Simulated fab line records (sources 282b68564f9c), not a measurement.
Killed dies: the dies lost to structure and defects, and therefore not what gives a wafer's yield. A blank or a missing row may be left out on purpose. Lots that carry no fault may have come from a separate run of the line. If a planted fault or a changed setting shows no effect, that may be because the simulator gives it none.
Struck lot and sound lot, side by side | flow rit_cmos | 17 steps out of a route of 202
Sound: the wafers L894.1, L894.3, L894.5. Wafers struck: L905.2, L905.3, L905.4. The cause is named last.
At each step with rows: each side's tool, then ch and its chambers, then its first start. Under that, the readings that differ: sound wafers | struck wafers | difference of the means | sigmas: that difference in standard deviations of wafers without a fault.
alike: same words and numbers on both sides, and readings whose means sit less than 2 such deviations apart. not compared: any withheld reading, any reading some wafer has no value for, any bound like >300 that may hide the same value, and any number with overlapping values for which the record gives no deviation.
A row with sigmas, a row that says differs or no value, or rows on one side alone: a step with any of these is where the two part. Numbers that don't overlap but have no deviation are shown without sigmas and don't part them. Lack of a reading on every wafer of one side parts them only where that side has two or more wafers.

RIT_PWELL_TW_MEAS_10:
  sound: film_metro-01 at day 3 04:47; struck: film_metro-01 at day 5 13:22
  alike: PWELL_TW
then, 1 step without rows for these wafers: RIT_WELLDRIVE_ANNEAL_00 (time 14700 s).
RIT_WELLDRIVE_RS_MEAS_01: a four-point-probe measurement.
  sound: film_metro-01 at day 3 09:55; struck: film_metro-01 at day 5 18:31
  alike: NWELL_RS
RIT_WELLDRIVE_RS_MEAS_02: a four-point-probe measurement.
  sound: film_metro-01 at day 3 10:02; struck: film_metro-01 at day 5 18:38
  alike: PWELL_RS
then, 6 steps without rows for these wafers: RIT_NRETRO_HMDS_00 (prime time 60 s); RIT_NRETRO_COAT_01 (resist thk 1300 nm); RIT_NRETRO_SOFTBAKE_02 (time 60 s); RIT_NRETRO_EXPOSE_03 (exposes mask M4, target cd 43900 nm); RIT_NRETRO_PEB_04; RIT_NRETRO_DEVELOP_05 (develop time 68 s).
RIT_NRETRO_OVL_MEAS_06:
  sound: overlay-02 at day 3 11:02; struck: overlay-01 at day 5 19:37
  alike: NRETRO_OVL
then, 1 step without rows for these wafers: RIT_NRETRO_HARDBAKE_07 (time 120 s).
RIT_NRETRO_IMPLANT_08:
  sound on implanter-03 ch 0, day 3 11:20; struck on implanter-03 ch 0, day 5 19:56
  reading                   | sound                | struck               | difference | sigmas
  beam_energy_keV           | 69.997 69.990 69.975 | 65.900 65.905 65.909 | -4.083     | -99 or more
  model.implant.rp_nm (nm)  | 84.62 84.62 84.62    | 79.8 79.8 79.8       | -4.8       |
  model.implant.drp_nm (nm) | 33.94 33.94 33.94    | 32.24 32.24 32.24    | -1.70      |
  alike: beam_on_s
RIT_NRETRO_STRIP_09: strips in O2, time 180 s.
  sound on plasma_asher-02 ch 0, day 3 11:29; struck on plasma_asher-04 ch 0,1, day 5 20:03
  alike: drypump_motor_current_A
  not compared: rf_hours_counter_h
RIT_NRETRO_TW_MEAS_10:
  sound: film_metro-04 at day 3 11:39; struck: film_metro-03 at day 5 20:14
  reading   | sound          | struck         | difference | sigmas
  NRETRO_TW | 1054 1062 1051 | 1035 1034 1036 | -21        | -4
then, 1 step without rows for these wafers: RIT_PRETRO_HMDS_00 (prime time 60 s).
RIT_M1_PROBE_99:
  rows exist in the record for the sound wafers here (prober-01, day 4 16:38), none for the struck ones

WHERE THEY PART
First at RIT_NRETRO_IMPLANT_08; last, within this record, at RIT_M1_PROBE_99.

WHY: the cause the simulator had injected
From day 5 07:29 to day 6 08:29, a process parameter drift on implanter-03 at RIT_NRETRO_IMPLANT_08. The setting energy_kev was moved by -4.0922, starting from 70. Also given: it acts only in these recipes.
